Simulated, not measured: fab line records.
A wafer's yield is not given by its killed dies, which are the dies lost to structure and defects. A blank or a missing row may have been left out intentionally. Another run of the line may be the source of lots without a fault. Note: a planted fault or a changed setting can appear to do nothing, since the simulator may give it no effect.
Which tool did it? ; flow berkeleyCmos170 ; 13 lots, 39 wafers sampled, at 3 steps of a route of 331

== WHAT THE GAUGES SHOWED, per wafer ==
UCB170_START_BOW_MEAS_00. Usual: INCOMING_BOW 1 um, standard deviation 6.
lot;measured;on;INCOMING_BOW (um);flag
L500;day 1 10:01;filmMetro-02;-2 -10 0;
L501;day 1 15:00;filmMetro-04;10 5 2;
L502;day 1 20:01;filmMetro-01;1 -2 -9;
L504;day 2 06:02;filmMetro-04;4 1 3;
L505;day 2 11:01;filmMetro-04;0 2 -9;
L506;day 2 16:02;filmMetro-02;-1 -2 -8;
L507;day 2 21:01;filmMetro-04;-1 1 4;
L514;day 4 08:02;filmMetro-04;-4 13 -15;
L517;day 4 23:01;filmMetro-01;4 5 2;
L518;day 5 04:02;filmMetro-04;1 -5 -10;
L521;day 5 19:00;filmMetro-04;2 0 -2;
L522;day 6 00:01;filmMetro-04;4 0 1;
L523;day 6 05:01;filmMetro-02;-2 -3 18;

UCB170_NWELL_THK_MEAS_05. Usual: NWELL_NITRIDE_THK 223.1 nm, standard deviation 2.1.
lot;measured;on;NWELL_NITRIDE_THK (nm);flag
L500;day 2 14:55;filmMetro-01;225.3 223.8 223.1;
L501;day 2 14:54;filmMetro-03;225.1 225.9 225.1;
L502;day 2 14:55;filmMetro-04;221.6 222.4 221.0;
L504;day 3 09:46;filmMetro-04;221.4 222.0 222.3;
L505;day 3 13:31;filmMetro-03;220.6 221.1 222.2;
L506;day 3 19:53;filmMetro-01;222.5 219.3 221.5;
L507;day 3 19:53;filmMetro-03;225.8 222.1 223.9;
L514;day 5 20:02;filmMetro-03;221.1 222.7 221.5;
L517;day 5 20:05;filmMetro-03;223.9 224.9 224.9;
L518;day 6 12:40;filmMetro-01;224.6 223.0 222.4;
L521;day 6 19:26;filmMetro-03;220.6 222.3 220.2;
L522;day 7 00:42;filmMetro-04;223.2 224.0 223.1;
L523;day 7 00:42;filmMetro-03;221.9 223.1 221.4;

UCB170_ACTIVE_OVL_MEAS_14. Usual: ACTIVE_OVL 2 nm, standard deviation 4.4.
lot;measured;on;ACTIVE_OVL (nm);flag
L500;day 5 01:37;overlay-02;1 4 2;
L501;day 5 01:23;overlay-01;11 11 5;
L502;day 5 01:21;overlay-02;1 5 8;
L504;day 5 17:46;overlay-01;6 6 10;
L505;day 6 08:35;overlay-01;0 -1 1;
L506;day 6 08:19;overlay-02;1 2 7;
L507;day 6 08:51;overlay-01;7 0 1;
L514;day 8 05:04;overlay-01;-3 9 12;
L517;day 8 05:10;overlay-02;0 -7 5;
L518;day 8 12:44;overlay-01;2 3 -3;
L521;day 9 04:13;overlay-02;4 3 5;
L522;day 9 04:49;overlay-01;6 2 2;
L523;day 9 04:07;overlay-01;0 -2 -6;

== WHAT TOOL EACH LOT RAN ON (gives the tool, then ch and the chambers of the sampled wafers, and finally the start) ==
Record: no process step prior to these readings.

== AS READ BY THE TOOLS THEMSELVES (means over the sampled wafers that have a number; for cases with no such wafer, the mark the record gives instead) ==
The record holds no such reading with a usual standard deviation.

== THE ANSWER, worked out from the rows above alone ==
Rule: lot off if the mean of its wafers having a number is beyond 3 standard deviations from the usual mean. A lot without any number at a reading at which 4 lots or more have one is off too. Any other lot the step has rows for is counted as sound. The gauges are gone through in route order, then the tools' own readings, and for those a lot's mean is taken as printed above. The first step at which some lot is off is used, and at that step the reading that is off furthest; a lot without a number counts as furthest.
Across all readings shown, no lot is off: no conclusion can be drawn from this.

== WHAT WAS PUT IN BY THE SIMULATOR ==
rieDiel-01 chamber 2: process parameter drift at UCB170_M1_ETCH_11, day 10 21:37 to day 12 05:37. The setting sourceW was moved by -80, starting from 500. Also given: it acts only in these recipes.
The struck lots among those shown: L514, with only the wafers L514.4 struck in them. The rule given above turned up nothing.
